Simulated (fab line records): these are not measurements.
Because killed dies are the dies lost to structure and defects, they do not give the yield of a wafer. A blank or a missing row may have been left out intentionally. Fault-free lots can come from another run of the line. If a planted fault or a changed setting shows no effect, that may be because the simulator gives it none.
Check of tool commonality / flow rit cmos / Lots sampled 14, wafers sampled 42

## WHAT PROMPTED THE OPENING
2 of 14 lots carry a flag on the reading PSD_RS at RIT_SDANNEAL_RS_MEAS_04. Fault-free wafers read 115.8 ohm/sq, with a standard deviation of 0.34.
Rule: a lot gets a flag if all its wafers with a number sit over 4 standard deviations from that mean, or if no wafer of it has a number. The rest of the lots are taken to be sound.

lot=L174; measured=day 3 12:26; on=film metro-04; PSD_RS (ohm/sq), wafer by wafer=115.4 115.5 115.5; flag=
lot=L176; measured=day 3 18:40; on=film metro-04; PSD_RS (ohm/sq), wafer by wafer=115.2 115.3 115.2; flag=
lot=L177; measured=day 4 02:26; on=film metro-02; PSD_RS (ohm/sq), wafer by wafer=116.1 115.7 116.1; flag=
lot=L178; measured=day 4 06:01; on=film metro-01; PSD_RS (ohm/sq), wafer by wafer=116.2 115.9 116.0; flag=
lot=L179; measured=day 4 06:26; on=film metro-02; PSD_RS (ohm/sq), wafer by wafer=116.2 116.1 115.9; flag=
lot=L180; measured=day 4 18:49; on=film metro-01; PSD_RS (ohm/sq), wafer by wafer=115.9 115.8 115.8; flag=
lot=L184; measured=day 5 09:59; on=film metro-02; PSD_RS (ohm/sq), wafer by wafer=113.9 113.6 113.5; flag=FLAGGED
lot=L186; measured=day 6 00:31; on=film metro-02; PSD_RS (ohm/sq), wafer by wafer=113.9 114.1 114.1; flag=FLAGGED
lot=L187; measured=day 6 04:38; on=film metro-02; PSD_RS (ohm/sq), wafer by wafer=115.5 115.5 115.8; flag=
lot=L189; measured=day 6 16:20; on=film metro-01; PSD_RS (ohm/sq), wafer by wafer=115.8 116.0 115.6; flag=
lot=L191; measured=day 7 00:56; on=film metro-01; PSD_RS (ohm/sq), wafer by wafer=115.4 115.5 115.5; flag=
lot=L193; measured=day 7 06:49; on=film metro-01; PSD_RS (ohm/sq), wafer by wafer=115.9 116.0 116.1; flag=
lot=L195; measured=day 7 16:11; on=film metro-04; PSD_RS (ohm/sq), wafer by wafer=115.1 115.3 115.3; flag=
lot=L197; measured=day 8 00:02; on=film metro-02; PSD_RS (ohm/sq), wafer by wafer=116.2 116.1 115.8; flag=
The mean of the flagged lots' numbers is 113.8 ohm/sq, -2.0 ohm/sq from the usual (-6 standard deviations).

## WHICH TOOL EACH LOT WENT THROUGH
The record keeps 1 process step preceding the reading, out of 202 steps on the route. Read each cell as the tool, then ch plus the chambers that the sampled wafers visited, then the start.
lot=L174; flag=; RIT_SDANNEAL_RTA_03=rtp anneal-02 ch 0, day 3 12:23
lot=L176; flag=; RIT_SDANNEAL_RTA_03=rtp anneal-02 ch 0, day 3 18:35
lot=L177; flag=; RIT_SDANNEAL_RTA_03=rtp anneal-01 ch 0, day 4 02:22
lot=L178; flag=; RIT_SDANNEAL_RTA_03=rtp anneal-02 ch 0, day 4 05:57
lot=L179; flag=; RIT_SDANNEAL_RTA_03=rtp anneal-01 ch 0, day 4 06:22
lot=L180; flag=; RIT_SDANNEAL_RTA_03=rtp anneal-02 ch 0, day 4 18:45
lot=L184; flag=FLAGGED; RIT_SDANNEAL_RTA_03=rtp anneal-02 ch 0, day 5 09:55
lot=L186; flag=FLAGGED; RIT_SDANNEAL_RTA_03=rtp anneal-02 ch 0, day 6 00:28
lot=L187; flag=; RIT_SDANNEAL_RTA_03=rtp anneal-01 ch 0, day 6 04:34
lot=L189; flag=; RIT_SDANNEAL_RTA_03=rtp anneal-01 ch 0, day 6 16:16
lot=L191; flag=; RIT_SDANNEAL_RTA_03=rtp anneal-01 ch 0, day 7 00:49
lot=L193; flag=; RIT_SDANNEAL_RTA_03=rtp anneal-01 ch 0, day 7 06:41
lot=L195; flag=; RIT_SDANNEAL_RTA_03=rtp anneal-01 ch 0, day 7 16:07
lot=L197; flag=; RIT_SDANNEAL_RTA_03=rtp anneal-01 ch 0, day 7 23:56
What these steps do:
- RIT_SDANNEAL_RTA_03: time 5 s.
- RIT_SDANNEAL_RS_MEAS_04: measures by four-point-probe.

## FLAGGED OVER TOTAL, TOOL BY TOOL (the gauges that took the reading come last)
step=RIT_SDANNEAL_RTA_03; tool=rtp anneal-01; lots run=8; flagged=0; share of the flagged lots=none; sound lots run after its first flagged lot=-
step=RIT_SDANNEAL_RTA_03; tool=rtp anneal-02; lots run=6; flagged=2; share of the flagged lots=all; sound lots run after its first flagged lot=0
step=RIT_SDANNEAL_RS_MEAS_04; tool=film metro-01; lots run=5; flagged=0; share of the flagged lots=none; sound lots run after its first flagged lot=-
step=RIT_SDANNEAL_RS_MEAS_04; tool=film metro-02; lots run=6; flagged=2; share of the flagged lots=all; sound lots run after its first flagged lot=2 (L187,L197)
step=RIT_SDANNEAL_RS_MEAS_04; tool=film metro-04; lots run=3; flagged=0; share of the flagged lots=none; sound lots run after its first flagged lot=-

## THE TABLE: WHAT IT ALLOWS
Table rows that saw every flagged lot: 2, namely rtp anneal-02 at RIT_SDANNEAL_RTA_03 and film metro-02 at RIT_SDANNEAL_RS_MEAS_04.
- rtp anneal-02 at RIT_SDANNEAL_RTA_03: 2 of its 6 lots flagged. It ran its last sound lot, L180, at day 4 18:45 and its first flagged lot, L184, at day 5 09:55: a fault with its onset between the two fits.
- film metro-02 at RIT_SDANNEAL_RS_MEAS_04: 2 of its 6 lots flagged. Sound lots ran on it after the first flagged one (L187, L197), which a lasting fault on the whole tool wouldn't allow.
rtp anneal-02 at RIT_SDANNEAL_RTA_03 is the single tool remaining.

## WHAT WAS PUT IN BY THE SIMULATOR
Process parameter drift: rtp anneal-02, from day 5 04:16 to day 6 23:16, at RIT_SDANNEAL_RTA_03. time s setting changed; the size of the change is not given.
Struck lots among those shown: L184, L186. The rule above reached the same finding.
